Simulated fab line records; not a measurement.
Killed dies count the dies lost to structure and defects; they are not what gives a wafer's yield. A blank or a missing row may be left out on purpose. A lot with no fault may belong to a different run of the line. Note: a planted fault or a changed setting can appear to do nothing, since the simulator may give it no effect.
Code-filled problem report in 8D (eight disciplines) form	flow berkeley_cmos170	the parts of the form that need people (team, actions taken, sign-off) are left out

1. PROBLEM STATEMENT
Wafers without a fault read 0.735 a.u. with a standard deviation of 0.0045, while oes_product_au at UCB170_NLDD_STRIP_10 averages 0.983 a.u. across 3 wafers of 1 lot. Relative to the usual mean, that is a shift of +55 standard deviations.
The step: strips in O2.
First observed at day 9 16:41: wafer L835.1, on plasma_asher-04. At this step, 39 wafers from 13 lots have a number in the record. By rule, "out" or "out of limits" means more than 4 standard deviations away from the usual mean. All remaining wafers that have a number are taken as sound.

2. WHAT THIS IS AND IS NOT
question	is	is not
which readings at this step	oes_product_au	drypump_motor_current_A
which lots	L835	L821, L822, L825, L827, L828, L830, L831, L833, L834, L839, L841, L842
which wafers of those lots	all that have a number	-
read on which tools	plasma_asher-04	plasma_asher-02, plasma_asher-03
when	from day 9 16:41	up to then (27 sound wafers); but 9 sound wafers of L839, L841, L842 came after

3. THE SUSPECTS, EACH WITH WHAT RULES IT OUT
Counting: a tool at a process step up to the reading stays a suspect if it ran every lot that is out and no sound lot after the first of them.
- plasma_asher-04 at UCB170_NLDD_STRIP_10 (strips in O2): kept. It ran the lot that is out, L835 (day 9 16:41), and no sound lot after that; its last sound lot up to then is L831 (day 9 00:15). Its own oes_product_au readings are out on those wafers.
Remaining after the count: plasma_asher-04 at UCB170_NLDD_STRIP_10.

4. THE CAUSE (what the simulator had put in)
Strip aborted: plasma_asher-04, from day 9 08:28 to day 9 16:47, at UCB170_NLDD_STRIP_10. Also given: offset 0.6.
After counting, this tool was the only one left.

5. SEQUENCE OF EFFECTS, ordered by route
Each row: a reading where the mean over the struck wafers with a number is more than 3 standard deviations away from the usual. Readings are gone through only where the record gives a usual standard deviation; hours: the median, over the lots, of the time from a lot's start at the first step in this table giving one to that lot's start at this step; sigmas: the change measured in usual standard deviations.
hours	step	reading	usual	on struck wafers	change	sigmas
0	UCB170_NLDD_STRIP_10	oes_product_au	0.735 a.u.	0.983	+0.248	+55
The process steps in it:
- UCB170_NLDD_STRIP_10: strips in O2.
Readings that are blank on the struck wafers while sound wafers have them: strip_time_to_endpoint_s at UCB170_NLDD_STRIP_10.

6. HOW IT WOULD HAVE BEEN CAUGHT EARLIER
In this record no reading fell out of limits until day 9 16:41, 8 hours after the fault had begun at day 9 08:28.
